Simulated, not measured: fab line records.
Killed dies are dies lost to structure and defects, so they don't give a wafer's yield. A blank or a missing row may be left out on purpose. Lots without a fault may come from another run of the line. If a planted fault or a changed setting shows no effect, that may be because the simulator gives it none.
fab line records / flow berkeley_cmos170
record lots=14 wafers=42 last_day=12
route steps=331 shown NSD@195
lots that met no fault: from a run of the same line without faults
start_h: start of the lot's first displayed wafer, in hours after the record's first day / wait_h: hours from the lot's prior step to this one / " unchanged from the row above / L1.1+2: several wafers, shown together as one row / - no value present, or no start provided / * or withheld: withheld / < > ~ a bound
route shown NAME@n: names a module that has steps shown in the file, with the first one's number in the route / usual: mean and standard deviation over wafers with no fault / same: alike in all rows / chamber/n: place in a boat / sites: per-site readings / _std_site: the standard deviation of these / _edge_site: outer sites' mean less inner sites' / radius_mm: for every site, how far away it sits from the centre of the wafer / mask NAME#n: copy n / behind: the tool/chamber that last shaped the wafer / hold: what put the lot on hold/how long, in hours/how the hold closed / device: which transistor (n, p or np) failed to switch / end of line: the same wafers' tests at the end of the route / for a step that has no rows: nothing shown but its recipe / killed: the dies lost at the first sort to structure and to defects; this is not the yield of the wafer / map: dies across one wafer; x = killed, . = not, _ = none there
set.NAME: the setting that was run; set.NAME@STEP: the one run at that earlier step / model.NAME: the simulator's own value behind a step, which no gauge read
route steps across a sampled set of lots; one table per step, one row per wafer
services: a tool's chamber out of use, with start hour (start_h, from the record's first day; less than 0 if before it), hours out, and reason
## steps
# step UCB170_NSD_IMPLANT_08
# recipe species=P dose_cm2=3e+15 energy_kev=40 tilt_deg=7
# usual beam_energy_keV=40.000/0.011 beam_on_s=9.99/0.19 faraday_current_uA=9266/180
lot.wafer=L462.2 tool=implanter-03 chamber=0 start_h=130.87 wait_h=0.0 beam_energy_keV=40.021 beam_on_s=9.64 faraday_current_uA=9621
lot.wafer=L462.4 tool=implanter-03 chamber=0 start_h=130.87 wait_h=0.0 beam_energy_keV=40.003 beam_on_s=10.02 faraday_current_uA=9199
lot.wafer=L462.6 tool=implanter-03 chamber=0 start_h=130.87 wait_h=0.0 beam_energy_keV=40.006 beam_on_s=10.14 faraday_current_uA=9089
lot.wafer=L463.2 tool=implanter-02 chamber=0 start_h=131.70 wait_h=0.0 beam_energy_keV=39.995 beam_on_s=10.26 faraday_current_uA=9003
lot.wafer=L463.3 tool=implanter-02 chamber=0 start_h=131.70 wait_h=0.0 beam_energy_keV=39.996 beam_on_s=9.98 faraday_current_uA=9291
lot.wafer=L463.5 tool=implanter-02 chamber=0 start_h=131.70 wait_h=0.0 beam_energy_keV=40.006 beam_on_s=10.07 faraday_current_uA=9257
lot.wafer=L466.1 tool=implanter-04 chamber=0 start_h=148.26 wait_h=0.0 beam_energy_keV=40.004 beam_on_s=10.04 faraday_current_uA=9280
lot.wafer=L466.2 tool=implanter-04 chamber=0 start_h=148.26 wait_h=0.0 beam_energy_keV=40.006 beam_on_s=9.69 faraday_current_uA=9545
lot.wafer=L466.3 tool=implanter-04 chamber=0 start_h=148.26 wait_h=0.0 beam_energy_keV=40.002 beam_on_s=9.83 faraday_current_uA=9405
lot.wafer=L467.1 tool=implanter-03 chamber=0 start_h=160.91 wait_h=0.0 beam_energy_keV=39.991 beam_on_s=9.79 faraday_current_uA=9449
lot.wafer=L467.2 tool=implanter-03 chamber=0 start_h=160.91 wait_h=0.0 beam_energy_keV=40.004 beam_on_s=10.14 faraday_current_uA=9127
lot.wafer=L467.5 tool=implanter-03 chamber=0 start_h=160.91 wait_h=0.0 beam_energy_keV=40.001 beam_on_s=10.09 faraday_current_uA=9176
lot.wafer=L468.1 tool=implanter-02 chamber=0 start_h=161.09 wait_h=0.0 beam_energy_keV=40.003 beam_on_s=10.21 faraday_current_uA=9050
lot.wafer=L468.4 tool=implanter-02 chamber=0 start_h=161.09 wait_h=0.0 beam_energy_keV=39.976 beam_on_s=9.75 faraday_current_uA=9466
lot.wafer=L468.5 tool=implanter-02 chamber=0 start_h=161.09 wait_h=0.0 beam_energy_keV=39.955 beam_on_s=10.21 faraday_current_uA=9044
lot.wafer=L469.1 tool=implanter-04 chamber=0 start_h=174.21 wait_h=0.0 beam_energy_keV=40.003 beam_on_s=10.24 faraday_current_uA=9039
lot.wafer=L469.2 tool=implanter-04 chamber=0 start_h=174.21 wait_h=0.0 beam_energy_keV=40.010 beam_on_s=10.08 faraday_current_uA=9160
lot.wafer=L469.6 tool=implanter-04 chamber=0 start_h=174.21 wait_h=0.0 beam_energy_keV=40.009 beam_on_s=9.86 faraday_current_uA=9415
lot.wafer=L472.1 tool=implanter-02 chamber=0 start_h=186.79 wait_h=0.0 beam_energy_keV=39.981 beam_on_s=9.82 faraday_current_uA=9469
lot.wafer=L472.3 tool=implanter-02 chamber=0 start_h=186.79 wait_h=0.0 beam_energy_keV=40.009 beam_on_s=10.05 faraday_current_uA=9285
lot.wafer=L472.6 tool=implanter-02 chamber=0 start_h=186.79 wait_h=0.0 beam_energy_keV=40.000 beam_on_s=9.82 faraday_current_uA=9405
lot.wafer=L471.1 tool=implanter-04 chamber=0 start_h=186.89 wait_h=0.0 beam_energy_keV=40.013 beam_on_s=9.79 faraday_current_uA=9454
lot.wafer=L471.3 tool=implanter-04 chamber=0 start_h=186.89 wait_h=0.0 beam_energy_keV=40.003 beam_on_s=9.97 faraday_current_uA=9258
lot.wafer=L471.5 tool=implanter-04 chamber=0 start_h=186.89 wait_h=0.0 beam_energy_keV=40.020 beam_on_s=10.24 faraday_current_uA=8999
lot.wafer=L474.1 tool=implanter-02 chamber=0 start_h=195.15 wait_h=0.0 beam_energy_keV=39.996 beam_on_s=10.21 faraday_current_uA=9099
lot.wafer=L474.2 tool=implanter-02 chamber=0 start_h=195.15 wait_h=0.0 beam_energy_keV=40.003 beam_on_s=9.90 faraday_current_uA=9371
lot.wafer=L474.5 tool=implanter-02 chamber=0 start_h=195.15 wait_h=0.0 beam_energy_keV=39.988 beam_on_s=9.72 faraday_current_uA=9535
lot.wafer=L482.2 tool=implanter-02 chamber=- start_h=239.10 wait_h=0.0 beam_energy_keV=- beam_on_s=- faraday_current_uA=-
lot.wafer=L482.3 tool=implanter-02 chamber=- start_h=239.10 wait_h=0.0 beam_energy_keV=- beam_on_s=- faraday_current_uA=-
lot.wafer=L482.6 tool=implanter-02 chamber=- start_h=239.10 wait_h=0.0 beam_energy_keV=- beam_on_s=- faraday_current_uA=-
lot.wafer=L481.2 tool=implanter-04 chamber=- start_h=239.23 wait_h=0.0 beam_energy_keV=- beam_on_s=- faraday_current_uA=-
lot.wafer=L481.3 tool=implanter-04 chamber=- start_h=239.23 wait_h=0.0 beam_energy_keV=- beam_on_s=- faraday_current_uA=-
lot.wafer=L481.6 tool=implanter-04 chamber=- start_h=239.23 wait_h=0.0 beam_energy_keV=- beam_on_s=- faraday_current_uA=-
lot.wafer=L483.2 tool=implanter-02 chamber=0 start_h=248.95 wait_h=0.0 beam_energy_keV=39.997 beam_on_s=9.86 faraday_current_uA=9403
lot.wafer=L483.3 tool=implanter-02 chamber=0 start_h=248.95 wait_h=0.0 beam_energy_keV=39.984 beam_on_s=9.79 faraday_current_uA=9424
lot.wafer=L483.6 tool=implanter-02 chamber=0 start_h=248.95 wait_h=0.0 beam_energy_keV=39.990 beam_on_s=9.88 faraday_current_uA=9349
lot.wafer=L484.2 tool=implanter-03 chamber=0 start_h=249.22 wait_h=0.0 beam_energy_keV=39.984 beam_on_s=10.00 faraday_current_uA=9284
lot.wafer=L484.3 tool=implanter-03 chamber=0 start_h=249.22 wait_h=0.0 beam_energy_keV=39.991 beam_on_s=9.95 faraday_current_uA=9316
lot.wafer=L484.4 tool=implanter-03 chamber=0 start_h=249.22 wait_h=0.0 beam_energy_keV=39.998 beam_on_s=10.04 faraday_current_uA=9238
lot.wafer=L485.3 tool=implanter-02 chamber=0 start_h=262.78 wait_h=0.1 beam_energy_keV=39.998 beam_on_s=10.23 faraday_current_uA=9046
lot.wafer=L485.4 tool=implanter-02 chamber=0 start_h=262.78 wait_h=0.1 beam_energy_keV=39.981 beam_on_s=9.96 faraday_current_uA=9327
lot.wafer=L485.5 tool=implanter-02 chamber=0 start_h=262.78 wait_h=0.1 beam_energy_keV=40.011 beam_on_s=9.90 faraday_current_uA=9351
# step UCB170_NSD_STRIP_09
# recipe chemistry=O2 power_w=400 pressure_mtorr=3500 platen_temp_c=withheld o2_flow_sccm=400 overash_fraction=0.5
# usual drypump_motor_current_A=5.43/0.15 oes_product_au=0.534/0.0051 strip_time_to_endpoint_s=35.79/0.082
lot.wafer=L462.2 tool=plasma_asher-01 chamber=1 start_h=130.99 wait_h=0.1 drypump_motor_current_A=5.20 oes_product_au=0.529 rf_hours_counter_h=1 strip_time_to_endpoint_s=35.83
lot.wafer=L462.4 tool=plasma_asher-01 chamber=0 start_h=130.99 wait_h=0.1 drypump_motor_current_A=5.43 oes_product_au=0.531 rf_hours_counter_h=- strip_time_to_endpoint_s=35.85
lot.wafer=L462.6 tool=plasma_asher-01 chamber=0 start_h=130.99 wait_h=0.1 drypump_motor_current_A=5.45 oes_product_au=0.537 rf_hours_counter_h=- strip_time_to_endpoint_s=35.89
lot.wafer=L463.2 tool=plasma_asher-03 chamber=0 start_h=131.82 wait_h=0.1 drypump_motor_current_A=5.63 oes_product_au=0.541 rf_hours_counter_h=36 strip_time_to_endpoint_s=35.76
lot.wafer=L463.3 tool=plasma_asher-03 chamber=1 start_h=131.82 wait_h=0.1 drypump_motor_current_A=5.50 oes_product_au=0.542 rf_hours_counter_h=- strip_time_to_endpoint_s=35.79
lot.wafer=L463.5 tool=plasma_asher-03 chamber=0 start_h=131.82 wait_h=0.1 drypump_motor_current_A=5.61 oes_product_au=0.527 rf_hours_counter_h=- strip_time_to_endpoint_s=35.77
lot.wafer=L466.1 tool=plasma_asher-04 chamber=1 start_h=148.41 wait_h=0.1 drypump_motor_current_A=5.46 oes_product_au=0.539 rf_hours_counter_h=40 strip_time_to_endpoint_s=35.88
lot.wafer=L466.2 tool=plasma_asher-04 chamber=0 start_h=148.41 wait_h=0.1 drypump_motor_current_A=5.37 oes_product_au=0.524 rf_hours_counter_h=40 strip_time_to_endpoint_s=35.90
lot.wafer=L466.3 tool=plasma_asher-04 chamber=1 start_h=148.41 wait_h=0.1 drypump_motor_current_A=5.44 oes_product_au=0.528 rf_hours_counter_h=- strip_time_to_endpoint_s=35.91
lot.wafer=L467.1 tool=plasma_asher-03 chamber=1 start_h=161.06 wait_h=0.1 drypump_motor_current_A=5.49 oes_product_au=0.540 rf_hours_counter_h=39 strip_time_to_endpoint_s=35.84
lot.wafer=L467.2 tool=plasma_asher-03 chamber=0 start_h=161.06 wait_h=0.1 drypump_motor_current_A=5.66 oes_product_au=0.538 rf_hours_counter_h=39 strip_time_to_endpoint_s=35.72
lot.wafer=L467.5 tool=plasma_asher-03 chamber=0 start_h=161.06 wait_h=0.1 drypump_motor_current_A=5.65 oes_product_au=0.545 rf_hours_counter_h=- strip_time_to_endpoint_s=35.70
lot.wafer=L468.1 tool=plasma_asher-04 chamber=1 start_h=161.24 wait_h=0.1 drypump_motor_current_A=5.46 oes_product_au=0.537 rf_hours_counter_h=41 strip_time_to_endpoint_s=35.72
lot.wafer=L468.4 tool=plasma_asher-04 chamber=1 start_h=161.24 wait_h=0.1 drypump_motor_current_A=5.44 oes_product_au=0.528 rf_hours_counter_h=- strip_time_to_endpoint_s=35.72
lot.wafer=L468.5 tool=plasma_asher-04 chamber=0 start_h=161.24 wait_h=0.1 drypump_motor_current_A=5.38 oes_product_au=0.527 rf_hours_counter_h=- strip_time_to_endpoint_s=35.70
lot.wafer=L469.1 tool=plasma_asher-03 chamber=0 start_h=174.36 wait_h=0.1 drypump_motor_current_A=5.62 oes_product_au=0.531 rf_hours_counter_h=40 strip_time_to_endpoint_s=35.72
lot.wafer=L469.2 tool=plasma_asher-03 chamber=1 start_h=174.36 wait_h=0.1 drypump_motor_current_A=5.49 oes_product_au=0.535 rf_hours_counter_h=40 strip_time_to_endpoint_s=35.71
lot.wafer=L469.6 tool=plasma_asher-03 chamber=0 start_h=174.36 wait_h=0.1 drypump_motor_current_A=5.65 oes_product_au=0.542 rf_hours_counter_h=- strip_time_to_endpoint_s=35.76
lot.wafer=L472.1 tool=plasma_asher-04 chamber=0 start_h=186.94 wait_h=0.1 drypump_motor_current_A=5.36 oes_product_au=0.534 rf_hours_counter_h=43 strip_time_to_endpoint_s=35.71
lot.wafer=L472.3 tool=plasma_asher-04 chamber=1 start_h=186.94 wait_h=0.1 drypump_motor_current_A=5.51 oes_product_au=0.528 rf_hours_counter_h=- strip_time_to_endpoint_s=35.64
lot.wafer=L472.6 tool=plasma_asher-04 chamber=0 start_h=186.94 wait_h=0.1 drypump_motor_current_A=5.34 oes_product_au=0.531 rf_hours_counter_h=- strip_time_to_endpoint_s=35.56
lot.wafer=L471.1 tool=plasma_asher-01 chamber=1 start_h=187.04 wait_h=0.1 drypump_motor_current_A=5.20 oes_product_au=0.526 rf_hours_counter_h=6 strip_time_to_endpoint_s=35.78
lot.wafer=L471.3 tool=plasma_asher-01 chamber=1 start_h=187.04 wait_h=0.1 drypump_motor_current_A=5.19 oes_product_au=0.542 rf_hours_counter_h=- strip_time_to_endpoint_s=35.76
lot.wafer=L471.5 tool=plasma_asher-01 chamber=0 start_h=187.04 wait_h=0.1 drypump_motor_current_A=5.49 oes_product_au=0.531 rf_hours_counter_h=- strip_time_to_endpoint_s=35.70
lot.wafer=L474.1 tool=plasma_asher-01 chamber=0 start_h=195.30 wait_h=0.1 drypump_motor_current_A=5.44 oes_product_au=0.527 rf_hours_counter_h=7 strip_time_to_endpoint_s=35.90
lot.wafer=L474.2 tool=plasma_asher-01 chamber=1 start_h=195.30 wait_h=0.1 drypump_motor_current_A=5.20 oes_product_au=0.531 rf_hours_counter_h=7 strip_time_to_endpoint_s=35.76
lot.wafer=L474.5 tool=plasma_asher-01 chamber=0 start_h=195.30 wait_h=0.1 drypump_motor_current_A=5.45 oes_product_au=0.534 rf_hours_counter_h=- strip_time_to_endpoint_s=35.83
lot.wafer=L482.2 tool=plasma_asher-03 chamber=0 start_h=239.23 wait_h=0.1 drypump_motor_current_A=5.64 oes_product_au=0.739 rf_hours_counter_h=47 strip_time_to_endpoint_s=21.54
lot.wafer=L482.3 tool=plasma_asher-03 chamber=1 start_h=239.23 wait_h=0.1 drypump_motor_current_A=5.49 oes_product_au=0.738 rf_hours_counter_h=- strip_time_to_endpoint_s=21.55
lot.wafer=L482.6 tool=plasma_asher-03 chamber=0 start_h=239.23 wait_h=0.1 drypump_motor_current_A=5.65 oes_product_au=0.732 rf_hours_counter_h=- strip_time_to_endpoint_s=21.59
lot.wafer=L481.2 tool=plasma_asher-01 chamber=0 start_h=239.35 wait_h=0.1 drypump_motor_current_A=5.49 oes_product_au=0.735 rf_hours_counter_h=12 strip_time_to_endpoint_s=21.69
lot.wafer=L481.3 tool=plasma_asher-01 chamber=1 start_h=239.35 wait_h=0.1 drypump_motor_current_A=5.21 oes_product_au=0.742 rf_hours_counter_h=- strip_time_to_endpoint_s=21.71
lot.wafer=L481.6 tool=plasma_asher-01 chamber=1 start_h=239.35 wait_h=0.1 drypump_motor_current_A=5.20 oes_product_au=0.735 rf_hours_counter_h=- strip_time_to_endpoint_s=21.73
lot.wafer=L483.2 tool=plasma_asher-01 chamber=0 start_h=249.07 wait_h=0.1 drypump_motor_current_A=5.45 oes_product_au=0.533 rf_hours_counter_h=13 strip_time_to_endpoint_s=35.70
lot.wafer=L483.3 tool=plasma_asher-01 chamber=0 start_h=249.07 wait_h=0.1 drypump_motor_current_A=5.48 oes_product_au=0.530 rf_hours_counter_h=- strip_time_to_endpoint_s=35.73
lot.wafer=L483.6 tool=plasma_asher-01 chamber=0 start_h=249.07 wait_h=0.1 drypump_motor_current_A=5.48 oes_product_au=0.534 rf_hours_counter_h=- strip_time_to_endpoint_s=35.70
lot.wafer=L484.2 tool=plasma_asher-01 chamber=1 start_h=249.35 wait_h=0.1 drypump_motor_current_A=5.19 oes_product_au=0.526 rf_hours_counter_h=13 strip_time_to_endpoint_s=35.88
lot.wafer=L484.3 tool=plasma_asher-01 chamber=0 start_h=249.35 wait_h=0.1 drypump_motor_current_A=5.43 oes_product_au=0.525 rf_hours_counter_h=- strip_time_to_endpoint_s=35.80
lot.wafer=L484.4 tool=plasma_asher-01 chamber=1 start_h=249.35 wait_h=0.1 drypump_motor_current_A=5.20 oes_product_au=0.530 rf_hours_counter_h=- strip_time_to_endpoint_s=35.86
lot.wafer=L485.3 tool=plasma_asher-01 chamber=1 start_h=262.92 wait_h=0.1 drypump_motor_current_A=5.20 oes_product_au=0.536 rf_hours_counter_h=- strip_time_to_endpoint_s=35.98
lot.wafer=L485.4 tool=plasma_asher-01 chamber=0 start_h=262.92 wait_h=0.1 drypump_motor_current_A=5.40 oes_product_au=0.547 rf_hours_counter_h=- strip_time_to_endpoint_s=35.98
lot.wafer=L485.5 tool=plasma_asher-01 chamber=0 start_h=262.92 wait_h=0.1 drypump_motor_current_A=5.43 oes_product_au=0.534 rf_hours_counter_h=- strip_time_to_endpoint_s=35.86
# step UCB170_NSD_TW_MEAS_10
# usual NSD_TW=4178/23
lot.wafer=L462.2 tool=film_metro-04 chamber=- start_h=131.10 wait_h=0.1 NSD_TW=4181
lot.wafer=L462.4 tool=film_metro-04 chamber=- start_h=131.10 wait_h=0.1 NSD_TW=4202
lot.wafer=L462.6 tool=film_metro-04 chamber=- start_h=131.10 wait_h=0.1 NSD_TW=4183
lot.wafer=L463.2 tool=film_metro-01 chamber=- start_h=131.93 wait_h=0.1 NSD_TW=4156
lot.wafer=L463.3 tool=film_metro-01 chamber=- start_h=131.93 wait_h=0.1 NSD_TW=4178
lot.wafer=L463.5 tool=film_metro-01 chamber=- start_h=131.93 wait_h=0.1 NSD_TW=4170
lot.wafer=L466.1 tool=film_metro-04 chamber=- start_h=148.51 wait_h=0.1 NSD_TW=4133
lot.wafer=L466.2 tool=film_metro-04 chamber=- start_h=148.51 wait_h=0.1 NSD_TW=4137
lot.wafer=L466.3 tool=film_metro-04 chamber=- start_h=148.51 wait_h=0.1 NSD_TW=4158
lot.wafer=L467.1 tool=film_metro-04 chamber=- start_h=161.16 wait_h=0.1 NSD_TW=4157
lot.wafer=L467.2 tool=film_metro-04 chamber=- start_h=161.16 wait_h=0.1 NSD_TW=4168
lot.wafer=L467.5 tool=film_metro-04 chamber=- start_h=161.16 wait_h=0.1 NSD_TW=4174
lot.wafer=L468.1 tool=film_metro-01 chamber=- start_h=161.34 wait_h=0.1 NSD_TW=4195
lot.wafer=L468.4 tool=film_metro-01 chamber=- start_h=161.34 wait_h=0.1 NSD_TW=4187
lot.wafer=L468.5 tool=film_metro-01 chamber=- start_h=161.34 wait_h=0.1 NSD_TW=4199
lot.wafer=L469.1 tool=film_metro-04 chamber=- start_h=174.46 wait_h=0.1 NSD_TW=4188
lot.wafer=L469.2 tool=film_metro-04 chamber=- start_h=174.46 wait_h=0.1 NSD_TW=4170
lot.wafer=L469.6 tool=film_metro-04 chamber=- start_h=174.46 wait_h=0.1 NSD_TW=4185
lot.wafer=L472.1 tool=film_metro-01 chamber=- start_h=187.04 wait_h=0.1 NSD_TW=4182
lot.wafer=L472.3 tool=film_metro-01 chamber=- start_h=187.04 wait_h=0.1 NSD_TW=4171
lot.wafer=L472.6 tool=film_metro-01 chamber=- start_h=187.04 wait_h=0.1 NSD_TW=4187
lot.wafer=L471.1 tool=film_metro-03 chamber=- start_h=187.14 wait_h=0.1 NSD_TW=4190
lot.wafer=L471.3 tool=film_metro-03 chamber=- start_h=187.14 wait_h=0.1 NSD_TW=4185
lot.wafer=L471.5 tool=film_metro-03 chamber=- start_h=187.14 wait_h=0.1 NSD_TW=4183
lot.wafer=L474.1 tool=film_metro-03 chamber=- start_h=195.40 wait_h=0.1 NSD_TW=4200
lot.wafer=L474.2 tool=film_metro-03 chamber=- start_h=195.40 wait_h=0.1 NSD_TW=4187
lot.wafer=L474.5 tool=film_metro-03 chamber=- start_h=195.40 wait_h=0.1 NSD_TW=4184
lot.wafer=L482.2 tool=film_metro-01 chamber=- start_h=239.34 wait_h=0.1 NSD_TW=30
lot.wafer=L482.3 tool=film_metro-01 chamber=- start_h=239.34 wait_h=0.1 NSD_TW=30
lot.wafer=L482.6 tool=film_metro-01 chamber=- start_h=239.34 wait_h=0.1 NSD_TW=30
lot.wafer=L481.2 tool=film_metro-04 chamber=- start_h=239.46 wait_h=0.1 NSD_TW=30
lot.wafer=L481.3 tool=film_metro-04 chamber=- start_h=239.46 wait_h=0.1 NSD_TW=30
lot.wafer=L481.6 tool=film_metro-04 chamber=- start_h=239.46 wait_h=0.1 NSD_TW=30
lot.wafer=L483.2 tool=film_metro-03 chamber=- start_h=249.18 wait_h=0.1 NSD_TW=4202
lot.wafer=L483.3 tool=film_metro-03 chamber=- start_h=249.18 wait_h=0.1 NSD_TW=4200
lot.wafer=L483.6 tool=film_metro-03 chamber=- start_h=249.18 wait_h=0.1 NSD_TW=4197
lot.wafer=L484.2 tool=film_metro-01 chamber=- start_h=249.46 wait_h=0.1 NSD_TW=4167
lot.wafer=L484.3 tool=film_metro-01 chamber=- start_h=249.46 wait_h=0.1 NSD_TW=4188
lot.wafer=L484.4 tool=film_metro-01 chamber=- start_h=249.46 wait_h=0.1 NSD_TW=4173
lot.wafer=L485.3 tool=film_metro-03 chamber=- start_h=263.00 wait_h=0.1 NSD_TW=4223
lot.wafer=L485.4 tool=film_metro-03 chamber=- start_h=263.00 wait_h=0.1 NSD_TW=4194
lot.wafer=L485.5 tool=film_metro-03 chamber=- start_h=263.00 wait_h=0.1 NSD_TW=4222
# step UCB170_SDANNEAL_RS_MEAS_03
# recipe thk_meas_gauge=four-point-probe
# usual NSD_RS=37.27/0.09
lot.wafer=L462.2 tool=film_metro-03 chamber=- start_h=132.36 wait_h=0.1 NSD_RS[ohm/sq]=37.31
lot.wafer=L462.4 tool=film_metro-03 chamber=- start_h=132.36 wait_h=0.1 NSD_RS[ohm/sq]=37.24
lot.wafer=L462.6 tool=film_metro-03 chamber=- start_h=132.36 wait_h=0.1 NSD_RS[ohm/sq]=37.18
lot.wafer=L463.2 tool=film_metro-03 chamber=- start_h=135.83 wait_h=0.1 NSD_RS[ohm/sq]=37.45
lot.wafer=L463.3 tool=film_metro-03 chamber=- start_h=135.83 wait_h=0.1 NSD_RS[ohm/sq]=37.37
lot.wafer=L463.5 tool=film_metro-03 chamber=- start_h=135.83 wait_h=0.1 NSD_RS[ohm/sq]=37.34
lot.wafer=L466.1 tool=film_metro-01 chamber=- start_h=149.88 wait_h=0.1 NSD_RS[ohm/sq]=37.15
lot.wafer=L466.2 tool=film_metro-01 chamber=- start_h=149.88 wait_h=0.1 NSD_RS[ohm/sq]=37.11
lot.wafer=L466.3 tool=film_metro-01 chamber=- start_h=149.88 wait_h=0.1 NSD_RS[ohm/sq]=37.21
lot.wafer=L467.1 tool=film_metro-03 chamber=- start_h=162.37 wait_h=0.1 NSD_RS[ohm/sq]=37.27
lot.wafer=L467.2 tool=film_metro-03 chamber=- start_h=162.37 wait_h=0.1 NSD_RS[ohm/sq]=37.33
lot.wafer=L467.5 tool=film_metro-03 chamber=- start_h=162.37 wait_h=0.1 NSD_RS[ohm/sq]=37.35
lot.wafer=L468.1 tool=film_metro-04 chamber=- start_h=162.54 wait_h=0.1 NSD_RS[ohm/sq]=37.16
lot.wafer=L468.4 tool=film_metro-04 chamber=- start_h=162.54 wait_h=0.1 NSD_RS[ohm/sq]=37.21
lot.wafer=L468.5 tool=film_metro-04 chamber=- start_h=162.54 wait_h=0.1 NSD_RS[ohm/sq]=37.30
lot.wafer=L469.1 tool=film_metro-04 chamber=- start_h=175.77 wait_h=0.1 NSD_RS[ohm/sq]=37.29
lot.wafer=L469.2 tool=film_metro-04 chamber=- start_h=175.77 wait_h=0.1 NSD_RS[ohm/sq]=37.18
lot.wafer=L469.6 tool=film_metro-04 chamber=- start_h=175.77 wait_h=0.1 NSD_RS[ohm/sq]=37.25
lot.wafer=L471.1 tool=film_metro-04 chamber=- start_h=188.41 wait_h=0.1 NSD_RS[ohm/sq]=37.15
lot.wafer=L471.3 tool=film_metro-04 chamber=- start_h=188.41 wait_h=0.1 NSD_RS[ohm/sq]=37.16
lot.wafer=L471.5 tool=film_metro-04 chamber=- start_h=188.41 wait_h=0.1 NSD_RS[ohm/sq]=37.16
lot.wafer=L472.1 tool=film_metro-01 chamber=- start_h=188.41 wait_h=0.1 NSD_RS[ohm/sq]=37.38
lot.wafer=L472.3 tool=film_metro-01 chamber=- start_h=188.41 wait_h=0.1 NSD_RS[ohm/sq]=37.44
lot.wafer=L472.6 tool=film_metro-01 chamber=- start_h=188.41 wait_h=0.1 NSD_RS[ohm/sq]=37.47
lot.wafer=L474.1 tool=film_metro-03 chamber=- start_h=196.63 wait_h=0.1 NSD_RS[ohm/sq]=37.28
lot.wafer=L474.2 tool=film_metro-03 chamber=- start_h=196.63 wait_h=0.1 NSD_RS[ohm/sq]=37.30
lot.wafer=L474.5 tool=film_metro-03 chamber=- start_h=196.63 wait_h=0.1 NSD_RS[ohm/sq]=37.26
lot.wafer=L481.2 tool=film_metro-04 chamber=- start_h=240.93 wait_h=0.1 NSD_RS[ohm/sq]=133.04
lot.wafer=L481.3 tool=film_metro-04 chamber=- start_h=240.93 wait_h=0.1 NSD_RS[ohm/sq]=133.21
lot.wafer=L481.6 tool=film_metro-04 chamber=- start_h=240.93 wait_h=0.1 NSD_RS[ohm/sq]=132.70
lot.wafer=L482.2 tool=film_metro-01 chamber=- start_h=240.97 wait_h=0.1 NSD_RS[ohm/sq]=133.06
lot.wafer=L482.3 tool=film_metro-01 chamber=- start_h=240.97 wait_h=0.1 NSD_RS[ohm/sq]=132.97
lot.wafer=L482.6 tool=film_metro-01 chamber=- start_h=240.97 wait_h=0.1 NSD_RS[ohm/sq]=133.25
lot.wafer=L483.2 tool=film_metro-04 chamber=- start_h=250.68 wait_h=0.1 NSD_RS[ohm/sq]=37.28
lot.wafer=L483.3 tool=film_metro-04 chamber=- start_h=250.68 wait_h=0.1 NSD_RS[ohm/sq]=37.14
lot.wafer=L483.6 tool=film_metro-04 chamber=- start_h=250.68 wait_h=0.1 NSD_RS[ohm/sq]=37.21
lot.wafer=L484.2 tool=film_metro-01 chamber=- start_h=251.03 wait_h=0.1 NSD_RS[ohm/sq]=37.22
lot.wafer=L484.3 tool=film_metro-01 chamber=- start_h=251.03 wait_h=0.1 NSD_RS[ohm/sq]=37.31
lot.wafer=L484.4 tool=film_metro-01 chamber=- start_h=251.03 wait_h=0.1 NSD_RS[ohm/sq]=37.28
lot.wafer=L485.3 tool=film_metro-04 chamber=- start_h=264.34 wait_h=0.1 NSD_RS[ohm/sq]=37.10
lot.wafer=L485.4 tool=film_metro-04 chamber=- start_h=264.34 wait_h=0.1 NSD_RS[ohm/sq]=37.10
lot.wafer=L485.5 tool=film_metro-04 chamber=- start_h=264.34 wait_h=0.1 NSD_RS[ohm/sq]=37.25
## services
tool=plasma_asher-01 chamber=- start_h=108.75 hours=9.0 kind=pm
tool=plasma_asher-01 chamber=0 start_h=108.75 hours=9.0 kind=vent_cycle
tool=plasma_asher-01 chamber=1 start_h=108.75 hours=9.0 kind=vent_cycle
tool=plasma_asher-01 chamber=0 start_h=117.75 hours=- kind=clean
tool=plasma_asher-01 chamber=1 start_h=117.75 hours=- kind=clean
tool=implanter-04 chamber=- start_h=120.32 hours=3.9 kind=repair
tool=implanter-03 chamber=- start_h=122.98 hours=1.6 kind=repair
tool=plasma_asher-01 chamber=- start_h=160.74 hours=2.9 kind=repair
tool=implanter-03 chamber=- start_h=169.91 hours=5.6 kind=repair
tool=plasma_asher-01 chamber=- start_h=182.52 hours=1.3 kind=repair
tool=implanter-04 chamber=- start_h=233.77 hours=2.5 kind=repair
tool=plasma_asher-04 chamber=- start_h=246.77 hours=4.5 kind=repair
tool=implanter-03 chamber=- start_h=258.09 hours=4.1 kind=repair
## key
first_sign step=UCB170_NSD_IMPLANT_08 reading=tool_record direction=missing
effect step=UCB170_NSD_STRIP_09 reading=strip_time_to_endpoint_s direction=down sigmas=99+ usual=* struck=*
effect step=UCB170_NSD_TW_MEAS_10 reading=NSD_TW direction=down sigmas=99+ usual=4178 struck=30
effect step=UCB170_SDANNEAL_RS_MEAS_03 reading=NSD_RS direction=up sigmas=99+ usual=37.27 struck=133.04
met_at UCB170_NSD_IMPLANT_08
struck_lots L481,L482
later_rows_left_out L481.2,L481.3,L481.6,L482.2,L482.3,L482.6
sort_left_out L481.2,L481.3,L481.6,L482.2,L482.3,L482.6
tester_left_out L481,L482
onset_between 195.15 239.10
fault kind=skipped_step_whole tool=implanter-02,implanter-04 chamber=- onset_h=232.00 steps=UCB170_NSD_IMPLANT_08 scope=struck_lots_only
# tester_left_out: of these lots the tester's yield and bins aren't shown, on N5 and GAA mostly nor the transistor test; their killed dies are dies lost to structure and defects alone, not to doping, threshold or leakage, so they don't give the yield
# sort_left_out: the simulated sort isn't trusted on such a fault, so these wafers' sort isn't shown, and their yield isn't known
# later_rows_left_out: the simulator's readings of these wafers behind a module that went badly wrong aren't trusted and aren't shown, but for the sort
